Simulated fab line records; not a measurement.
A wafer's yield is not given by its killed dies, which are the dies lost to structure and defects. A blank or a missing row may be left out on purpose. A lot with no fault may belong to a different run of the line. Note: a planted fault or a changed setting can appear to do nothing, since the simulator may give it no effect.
The tool behind it: which one? + flow berkeley-cmos170 + 15 lots, 45 wafers sampled, at 4 steps of a route of 331

== WHAT EACH GAUGE READ, for each wafer ==
UCB170_GATE_THK_MEAS_05. Usual: for GATE_POLY_THK the level is 213.2 nm and the standard deviation is 2.1.
| lot  | measured     | on            | GATE_POLY_THK (nm) | flag |
|------|--------------|---------------|--------------------|------|
| L733 | day 7 05:18  | film-metro-02 | 213.5 214.1 214.3  |      |
| L736 | day 7 17:12  | film-metro-02 | 213.5 212.6 212.7  |      |
| L735 | day 7 17:13  | film-metro-01 | 212.3 212.1 211.6  |      |
| L737 | day 7 17:17  | film-metro-01 | 212.8 211.9 214.7  |      |
| L738 | day 8 08:52  | film-metro-01 | 217.2 213.7 213.9  |      |
| L741 | day 8 15:44  | film-metro-01 | 210.7 211.8 210.8  |      |
| L739 | day 8 15:49  | film-metro-02 | 214.3 214.6 214.3  |      |
| L740 | day 8 15:49  | film-metro-01 | 208.1 209.7 208.7  |      |
| L744 | day 9 02:49  | film-metro-02 | 214.7 215.8 216.7  |      |
| L743 | day 9 02:52  | film-metro-02 | 211.6 212.3 212.1  |      |
| L745 | day 9 22:21  | film-metro-02 | 213.6 214.8 214.1  |      |
| L746 | day 9 22:22  | film-metro-01 | 207.7 209.2 209.8  |      |
| L747 | day 9 22:22  | film-metro-03 | 213.1 214.2 211.8  |      |
| L748 | day 10 04:46 | film-metro-03 | 213.5 211.6 211.9  |      |
| L754 | day 11 09:58 | film-metro-02 | 216.3 216.4 216.4  |      |

UCB170_NLDD_CD_MEAS_06 targets a cd of 1200 nm. Usual: cd-nm at 1199.8 nm, with a standard deviation of 1.2.
| lot  | measured     | on        | cd-nm (nm)           | flag |
|------|--------------|-----------|----------------------|------|
| L733 | day 7 10:19  | cd-sem-02 | 1200.4 1198.7 1199.7 |      |
| L736 | day 7 23:38  | cd-sem-02 | 1198.7 1200.7 1198.8 |      |
| L735 | day 8 00:46  | cd-sem-02 | 1199.9 1199.5 1199.2 |      |
| L737 | day 8 00:56  | cd-sem-01 | 1198.6 1199.0 1199.5 |      |
| L738 | day 8 14:38  | cd-sem-01 | 1199.0 1198.6 1199.2 |      |
| L741 | day 8 20:33  | cd-sem-02 | 1198.5 1198.3 1198.0 |      |
| L739 | day 8 20:57  | cd-sem-01 | 1200.0 1199.4 1200.6 |      |
| L740 | day 8 21:44  | cd-sem-01 | 1200.8 1199.7 1199.6 |      |
| L744 | day 9 09:52  | cd-sem-01 | 1199.3 1199.5 1199.5 |      |
| L743 | day 9 10:23  | cd-sem-01 | 1198.7 1198.8 1198.6 |      |
| L745 | day 10 03:16 | cd-sem-02 | 1199.3 1198.6 1199.9 |      |
| L746 | day 10 03:34 | cd-sem-02 | 1199.4 1199.7 1198.6 |      |
| L747 | day 10 04:25 | cd-sem-01 | 1200.8 1200.0 1199.1 |      |
| L748 | day 10 10:32 | cd-sem-02 | 1198.7 1198.5 1199.9 |      |
| L754 | day 11 15:20 | cd-sem-01 | 1202.2 1202.8 1201.9 |      |

UCB170_CONTACT_THK_MEAS_02. Usual: for CONTACT_PSG_THK the level is 700 nm and the standard deviation is 6.
| lot  | measured     | on            | CONTACT_PSG_THK (nm) | flag |
|------|--------------|---------------|----------------------|------|
| L733 | day 8 07:26  | film-metro-01 | 696 701 701          |      |
| L736 | day 8 15:20  | film-metro-02 | 710 707 709          |      |
| L735 | day 8 15:21  | film-metro-01 | 700 700 702          |      |
| L737 | day 8 14:22  | film-metro-01 | 706 705 703          |      |
| L738 | day 9 08:37  | film-metro-02 | 693 688 683          |      |
| L741 | day 9 14:38  | film-metro-01 | 700 695 701          |      |
| L739 | day 9 13:44  | film-metro-01 | 703 701 702          |      |
| L740 | day 9 12:52  | film-metro-01 | 702 695 692          |      |
| L744 | day 10 01:22 | film-metro-02 | 697 698 697          |      |
| L743 | day 10 03:08 | film-metro-02 | 712 711 713          |      |
| L745 | day 10 18:07 | film-metro-02 | 685 686 688          |      |
| L746 | day 10 18:29 | film-metro-02 | 691 694 695          |      |
| L747 | day 10 19:55 | film-metro-03 | 688 680 682          |      |
| L748 | day 11 02:06 | film-metro-01 | 685 688 680          |      |
| L754 | day 12 05:32 | film-metro-03 | 703 701 695          |      |

== WHICH TOOL RAN EACH LOT (tool, then ch and the chambers of the sampled wafers, then the start) ==
| lot  | UCB170_CONTACT_CVD_01       |
|------|-----------------------------|
| L733 | lpcvd-02 ch 1, day 8 05:38  |
| L736 | lpcvd-01 ch 1, day 8 13:33  |
| L735 | lpcvd-01 ch 1, day 8 13:33  |
| L737 | lpcvd-02 ch 1, day 8 12:33  |
| L738 | lpcvd-01 ch 0, day 9 06:49  |
| L741 | lpcvd-02 ch 1, day 9 12:51  |
| L739 | lpcvd-01 ch 1, day 9 11:56  |
| L740 | lpcvd-02 ch 1, day 9 11:04  |
| L744 | lpcvd-01 ch 1, day 9 23:34  |
| L743 | lpcvd-01 ch 1, day 10 01:21 |
| L745 | lpcvd-01 ch 1, day 10 15:27 |
| L746 | lpcvd-02 ch 0, day 10 16:41 |
| L747 | lpcvd-01 ch 1, day 10 18:07 |
| L748 | lpcvd-01 ch 0, day 11 00:17 |
| L754 | lpcvd-02 ch 1, day 12 02:52 |
- UCB170_CONTACT_CVD_01: deposits PSG from SiH4/O2/PH3, target thk 700 nm, time 2820 s.

== WHAT THE TOOLS THEMSELVES READ (means of the sampled wafers that have a number; where no wafer has one, the mark that the record gives instead) ==
UCB170_CONTACT_CVD_01. Usual: ph3-flow-sccm 25.00 sccm, standard deviation 0.075; pressure-mtorr 300.1 mTorr, standard deviation 0.64.
| lot  | tool     | ph3-flow-sccm (sccm) | pressure-mtorr (mTorr) | flag |
|------|----------|----------------------|------------------------|------|
| L733 | lpcvd-02 | 24.92                | 299.6                  |      |
| L736 | lpcvd-01 | 25.01                | 300.3                  |      |
| L735 | lpcvd-01 | 25.02                | 300.1                  |      |
| L737 | lpcvd-02 | 24.91                | 300.5                  |      |
| L738 | lpcvd-01 | 25.04                | 300.9                  |      |
| L741 | lpcvd-02 | 24.94                | 299.3                  |      |
| L739 | lpcvd-01 | 24.97                | 299.2                  |      |
| L740 | lpcvd-02 | 24.99                | 300.5                  |      |
| L744 | lpcvd-01 | 24.98                | 298.9                  |      |
| L743 | lpcvd-01 | 24.98                | 300.1                  |      |
| L745 | lpcvd-01 | 19.99                | 299.8                  | OFF  |
| L746 | lpcvd-02 | 24.92                | 299.8                  |      |
| L747 | lpcvd-01 | 20.05                | 300.3                  | OFF  |
| L748 | lpcvd-01 | 20.07                | 300.0                  | OFF  |
| L754 | lpcvd-02 | 24.96                | 300.2                  |      |

== THE ANSWER, worked out from the rows above alone ==
Rule: lot off if the mean of its wafers having a number is beyond 3 standard deviations from the usual mean. A lot without any number at a reading at which 4 lots or more have one is off too. The other lots that the step has rows for count as sound. Order of review: gauges by route order, followed by the tools' own readings, for which a lot's mean as printed above is used. At the first step where some lot is off, the reading lying furthest off is the one used; lots without a number count as furthest.
Off: L745, L747, L748 (UCB170_CONTACT_CVD_01, ph3-flow-sccm).
A tool fits if, at that step or a process step before it, it ran every lot that is off, and no sound lot after the first of them. One candidate fits, namely lpcvd-01 at UCB170_CONTACT_CVD_01. A fault onset in the window from L743 (day 10 01:21, its last sound lot) to L745 (day 10 15:27, its first lot off) fits.
The tool's own readings at UCB170_CONTACT_CVD_01 bear it out: on the lots that are off they differ by more than 5 times the standard deviation of the sound lots' means. ph3-flow-sccm reads 20.04 sccm there against 24.97 sccm on the sound lots.

== WHAT THE SIMULATOR HAD INSERTED ==
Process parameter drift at UCB170_CONTACT_CVD_01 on lpcvd-01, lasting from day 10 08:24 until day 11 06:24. The setting ph3-flow-sccm was moved by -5, starting from 25.
Shown lots that were struck: L745, L747, L748. The rule above found the same.
